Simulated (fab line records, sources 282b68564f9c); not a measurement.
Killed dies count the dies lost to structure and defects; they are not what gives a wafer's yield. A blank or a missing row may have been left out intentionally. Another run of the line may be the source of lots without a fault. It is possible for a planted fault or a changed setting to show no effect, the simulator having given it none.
Problem report, 8D (eight disciplines) form, completed by code / flow rit cmos / the parts of the form that need people (team, actions taken, sign-off) are left out

== 1. THE ISSUE ==
developer temp C at RIT_GATE_DEVELOP_15 reads a mean of 23.80 C on 6 wafers of 2 lots; wafers without a fault read 23.02 C with a standard deviation of 0.1. That puts it +7.8 standard deviations away from the usual mean.
The step: develop time 50 s.
The first sign was on wafer L168.1 at day 4 21:00, on litho track-03. The record has a number at this step for 42 wafers belonging to 14 lots. Rule for "out", or "out of limits": more than 4 standard deviations from the usual mean. The rest of the wafers with a number are treated as sound.

== 2. WHAT THIS IS AND IS NOT ==
question=which readings at this step | is=developer temp C | is not=-
question=which lots | is=L168, L170 | is not=L157, L159, L160, L161, L162, L163, L164, L167, L175, L176, L177, L180
question=which wafers of those lots | is=all that have a number | is not=-
question=read on which tools | is=litho track-03 | is not=litho track-01, litho track-04
question=when | is=from day 4 21:00 | is not=up to then (24 sound wafers); but 12 sound wafers of L175, L176, L177, L180 came after

== 3. SUSPECTS, AND WHAT RULES EACH OUT ==
Counting: a tool stays on the suspect list if, at a process step up to the reading, it processed all lots that are out and no sound lot following the first of them.
- litho track-03 at RIT_GATE_DEVELOP_15 (develop time 50 s): kept. All lots that are out passed through it, beginning with L168 at day 4 21:00, and no sound lot followed; its final sound lot before that point was L164 at day 4 03:00. Its own readings are out on those wafers: developer temp C.
After counting, what remains is litho track-03 at RIT_GATE_DEVELOP_15.

== 4. THE CAUSE (what the simulator had put in) ==
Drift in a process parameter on litho track-03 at RIT_GATE_DEVELOP_15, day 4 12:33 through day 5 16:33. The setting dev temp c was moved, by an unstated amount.
After counting, this tool was the only one left.

== 5. SEQUENCE OF EFFECTS, ordered by route ==
Each row: a reading where the mean over the struck wafers with a number is more than 3 standard deviations away from the usual. Scope: only readings with a usual standard deviation given in the record; hours: median across lots of the time from each lot's start at the first step in this table that gives one to its start at this step; sigmas: change in usual standard deviations.
hours=0; step=RIT_GATE_DEVELOP_15; reading=developer temp C; usual=23.02 C; on struck wafers=23.80; change=+0.78; sigmas=+7.8
Here are the process steps it includes:
- RIT_GATE_DEVELOP_15: develop time 50 s.
At these later measuring or inspecting steps, every struck wafer for which the step has a row has a number for every such reading, and none has moved that far: RIT_GATE_CD_MEAS_16, RIT_CONTACT_OVL_MEAS_09.

== 6. WHAT WOULD HAVE CAUGHT IT SOONER ==
In this record the first reading out of limits was taken at day 4 21:00, 8 hours after the fault began at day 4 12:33.
